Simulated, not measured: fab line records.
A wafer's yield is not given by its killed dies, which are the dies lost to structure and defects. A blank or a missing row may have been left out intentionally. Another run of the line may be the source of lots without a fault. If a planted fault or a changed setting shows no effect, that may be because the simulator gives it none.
2 desks looking at one fault ; flow berkeley-cmos170 ; every desk sees just its own numbers, and what lay behind them comes last

== FOR THE TOOL OWNER'S DESK: rie-metal-01 ==
The tool's own readings at UCB170_M1_METAL_ETCH_12 (etches Al in Cl2/BCl3, stops on PSG, target depth 780 nm, time 130 s): means of the sampled wafers that have a number, for each lot that ran on this tool. The brackets show how far a lot's mean lies from the usual mean; more than 4 standard deviations puts the lot out of limits, marked OUT.
Columns: A = drypump-motor-current-A at UCB170_M1_METAL_ETCH_12, usual 5.8 A; B = oes-product-au at UCB170_M1_METAL_ETCH_12, usual 0.848 a.u.; C = run-length-s at UCB170_M1_METAL_ETCH_12, usual 158.4 s; D = throttle-valve-pct at UCB170_M1_METAL_ETCH_12, usual 24.38 %
lot;first seen here;A;B;C;D
L988;day 8 11:04;6.0;0.845;158.2;24.31
L990;day 8 18:59;5.9;0.846;158.1;24.26
L993;day 9 11:05;5.8;0.839;158.2;24.19
L104;day 11 13:20;5.9;0.841;158.0;24.29
L107;day 12 00:21;6.0;0.845;158.5;24.37
L109;day 12 15:02;6.1;0.989 (+17) OUT;85.4 (-99 or more) OUT;24.40
L106;day 12 17:02;6.1;0.998 (+18) OUT;85.4 (-99 or more) OUT;24.40
This desk's verdict: out of limits on L106, L109, starting with L109 at day 12 15:02 (oes-product-au at UCB170_M1_METAL_ETCH_12). In limits: L988, L990, L993, L104, L107.

== THE METROLOGY DESK ==
Means of the sampled wafers that have a number, per lot and without regard to the tool the lot ran on: this is what the gauges read. The brackets show how far a lot's mean lies from the usual mean; more than 4 standard deviations puts the lot out of limits, marked OUT.
Columns: A = ACTIVE_OXIDE_THK at UCB170_ACTIVE_THK_MEAS_03, usual 26.6 nm; B = cd-nm at UCB170_M1_CD_MEAS_90, usual 700.0 nm; C = V1_OVL at UCB170_V1_OVL_MEAS_13, usual -3 nm; D = M3_AL_RS at UCB170_M3_RS_MEAS_02, usual 0.0321 ohm/sq
lot;first seen here;A;B;C;D
L988;day 4 07:35;25.7;702.5;2;0.0325
L990;day 5 04:20;27.1;699.4;-6;0.0326
L991;day 5 04:22;26.1;699.5;-4;0.0326
L993;day 5 21:01;26.5;699.8;-7;0.0322
L995;day 5 21:04;26.6;700.9;-3;0.0321
L994;day 5 21:08;26.5;698.5;4;0.0324
L997;day 6 12:39;26.1;698.2;-3;0.0321
L103;day 7 06:09;26.7;703.9;-1;0.0322
L104;day 7 18:42;26.8;699.8;-1;0.0322
L105;day 8 08:54;27.3;700.9;-10;0.0326
L107;day 8 08:54;27.2;698.1;-3;0.0320
L109;day 8 19:22;26.6;715.7 (+9.2) OUT;-;-
L106;day 8 19:23;26.4;719.6 (+12) OUT;-;-
L111;day 9 03:26;26.5;698.9;-4;0.0315
This desk's verdict: out of limits on L106, L109, starting with L109 at day 12 15:16 (cd-nm at UCB170_M1_CD_MEAS_90). In limits: L988, L990, L991, L993, L995, L994, L997, L103, L104, L105, L107, L111.

== PUT TOGETHER ==
At day 12 15:02, on L106, L109, the tool owner's desk was in a position to raise an alarm.
The metrology desk could have raised an alarm at day 12 15:16, on L106, L109.
Of the lots named, all ran UCB170_M1_METAL_ETCH_12 on rie-metal-01.

== WHAT HAD BEEN PUT IN BY THE SIMULATOR ==
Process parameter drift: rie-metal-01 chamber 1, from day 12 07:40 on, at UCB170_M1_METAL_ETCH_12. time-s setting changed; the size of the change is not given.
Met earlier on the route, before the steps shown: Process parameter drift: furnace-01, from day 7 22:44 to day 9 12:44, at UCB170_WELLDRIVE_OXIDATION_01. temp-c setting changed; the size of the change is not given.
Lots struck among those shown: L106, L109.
Delay (hours) between the fault's onset and each desk's first out-of-limits reading: 7 at the tool owner's desk, 8 at the metrology desk.
